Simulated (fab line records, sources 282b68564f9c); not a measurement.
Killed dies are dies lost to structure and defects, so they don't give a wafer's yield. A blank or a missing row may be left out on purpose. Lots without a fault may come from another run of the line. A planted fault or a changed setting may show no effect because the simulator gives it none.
A struck lot beside a sound one | flow rit_cmos | 43 steps out of a route of 202
Sound: wafers L947.1, L947.5, L947.6. Struck: wafers L933.2, L933.3, L933.6. The cause comes at the end.
At each step with rows: each side's tool, then ch and its chambers, then its first start. Under that, the readings that differ: sound wafers | struck wafers | difference of the means | sigmas: that difference in standard deviations of wafers without a fault.
alike: readings whose means differ by less than 2 such deviations, and words and numbers that are the same on both sides. not compared: withheld readings, readings that some wafer has no value for, bounds like >300 that may hide the same value, and numbers for which the record gives no deviation and whose values overlap.
The two part at a step that has a row with sigmas, a row that says differs or no value, or rows on one side only. Numbers that don't overlap but have no deviation are shown without sigmas and don't part them. A reading that every wafer of one side lacks parts them only if that side has two wafers or more.

first, 1 step without rows for these wafers: RIT_ACTIVE_OXIDATION_01 (target thk 46.8 nm, ox time 3360 s).
RIT_ACTIVE_THK_MEAS_02:
  sound on film_metro-02, day 5 18:25; struck on film_metro-03, day 2 18:06
  alike: ACTIVE_OXIDE_THK
then, 1 step without rows for these wafers: RIT_ACTIVE_CVD_03 (deposits Si3N4 from SiH2Cl2/NH3, target thk 150 nm, time 1527 s).
RIT_ACTIVE_THK_MEAS_04:
  sound on film_metro-01, day 5 19:54; struck on film_metro-02, day 2 20:17
  reading                 | sound             | struck            | difference | sigmas
  ACTIVE_NITRIDE_THK (nm) | 152.9 152.2 151.6 | 154.3 154.8 154.3 | +2.2       | +2
then, 6 steps without rows for these wafers: RIT_ACTIVE_HMDS_05 (prime time 60 s); RIT_ACTIVE_COAT_06 (resist thk 1000 nm); RIT_ACTIVE_SOFTBAKE_07 (time 60 s); RIT_ACTIVE_EXPOSE_08 (exposes mask M1, target cd 1400 nm); RIT_ACTIVE_PEB_09; RIT_ACTIVE_DEVELOP_10 (develop time 50 s).
RIT_ACTIVE_CD_MEAS_11: target cd 1400 nm.
  sound on cd_sem-02, day 5 20:49; struck on cd_sem-01, day 2 21:20
  alike: cd_nm
then, 1 step without rows for these wafers: RIT_ACTIVE_HARDBAKE_12 (time 60 s).
RIT_ACTIVE_ETCH_13: etches Si3N4 in SF6, stops on SiO2, time 210 s, target depth 210 nm.
  sound on rie_diel-01 ch 0,1,2, day 5 21:05; struck on rie_diel-04 ch 0,1,3, day 2 21:35
  alike: drypump_motor_current_A, oes_product_au, throttle_valve_pct
  not compared: rf_hours_counter_h
RIT_ACTIVE_STRIP_14: strips in O2, time 180 s.
  sound on plasma_asher-03 ch 0,1, day 5 21:13; struck on plasma_asher-04 ch 1, day 2 21:43
  alike: drypump_motor_current_A
  not compared: rf_hours_counter_h
RIT_ACTIVE_CD_MEAS_90: target cd 1400 nm.
  sound on cd_sem-01, day 5 21:23; struck on cd_sem-02, day 2 21:55
  alike: cd_nm
then, 4 steps without rows for these wafers: RIT_ACTIVE_CLEAN_15 (cleans in SC1, time 600 s); RIT_ACTIVE_CLEAN_16 (cleans in dHF, time 30 s); RIT_ACTIVE_CLEAN_17 (cleans in SC2, time 600 s); RIT_FOX1_OXIDATION_00 (target thk 350.7 nm, ox time 1130 s).
RIT_FOX1_THK_MEAS_01:
  sound on film_metro-01, day 6 01:04; struck on film_metro-01, day 3 00:05
  alike: FOX1_OXIDE_THK
then, 2 steps without rows for these wafers: RIT_FOX1_WET_ETCH_02 (etches SiO2 in BOE, target depth 350 nm, time 390 s); RIT_FOX2_OXIDATION_00 (target thk 350.7 nm, ox time 1158 s).
RIT_FOX2_THK_MEAS_01:
  sound on film_metro-04, day 6 04:19; struck on film_metro-04, day 3 01:34
  alike: FOX2_OXIDE_THK
then, 2 steps without rows for these wafers: RIT_FOX2_CLEAN_02 (cleans in dHF, time 180 s); RIT_FOX2_WET_ETCH_03 (etches Si3N4 in H3PO4, target depth 195 nm, time 2700 s).
RIT_FOX2_THK_MEAS_90:
  sound on film_metro-01, day 6 05:16; struck on film_metro-01, day 3 02:26
  alike: FIELD_OXIDE_LEFT_1_THK
then, 6 steps without rows for these wafers: RIT_NWELL_HMDS_00 (prime time 60 s); RIT_NWELL_COAT_01 (resist thk 1300 nm); RIT_NWELL_SOFTBAKE_02 (time 60 s); RIT_NWELL_EXPOSE_03 (exposes mask M2, target cd 43900 nm); RIT_NWELL_PEB_04; RIT_NWELL_DEVELOP_05 (develop time 68 s).
RIT_NWELL_OVL_MEAS_06:
  sound on overlay-02, day 6 06:16; struck on overlay-02, day 3 03:23
  alike: NWELL_OVL
then, 2 steps without rows for these wafers: RIT_NWELL_HARDBAKE_07 (time 120 s); RIT_NWELL_IMPLANT_08.
RIT_NWELL_STRIP_09: strips in O2, time 180 s.
  sound on plasma_asher-03 ch 0,1, day 6 06:43; struck on plasma_asher-02 ch 1, day 3 03:49
  alike: drypump_motor_current_A
  not compared: rf_hours_counter_h
RIT_NWELL_TW_MEAS_10:
  sound on film_metro-04, day 6 06:53; struck on film_metro-02, day 3 03:59
  alike: NWELL_TW
then, 5 steps without rows for these wafers: RIT_PWELL_HMDS_00 (prime time 60 s); RIT_PWELL_COAT_01 (resist thk 1300 nm); RIT_PWELL_SOFTBAKE_02 (time 60 s); RIT_PWELL_EXPOSE_03 (exposes mask M3, target cd 43700 nm); RIT_PWELL_PEB_04.
RIT_M1_PROBE_99:
  sound on prober-02, day 8 09:16; struck on prober-02, day 4 17:58
  reading             | sound  | struck                                                                     | difference                   | sigmas
  hold                | - - -  | await_dispo/2.2h/release await_dispo/2.2h/release await_dispo/2.2h/release | no value on the sound wafers |
  killed_at_front_end | 14 6 8 | 31 21 37                                                                   | +20                          | +7
  killed_dies         | 14 6 8 | 31 21 37                                                                   | +20                          | +7
  killed_on_rim       | 3 1 2  | 9 10 1                                                                     | +5                           | +4
  alike: killed_at_contacts, killed_open, killed_short

WHERE THEY PART
First at RIT_ACTIVE_THK_MEAS_04; last, within this record, at RIT_M1_PROBE_99.

WHY: what the simulator had put in
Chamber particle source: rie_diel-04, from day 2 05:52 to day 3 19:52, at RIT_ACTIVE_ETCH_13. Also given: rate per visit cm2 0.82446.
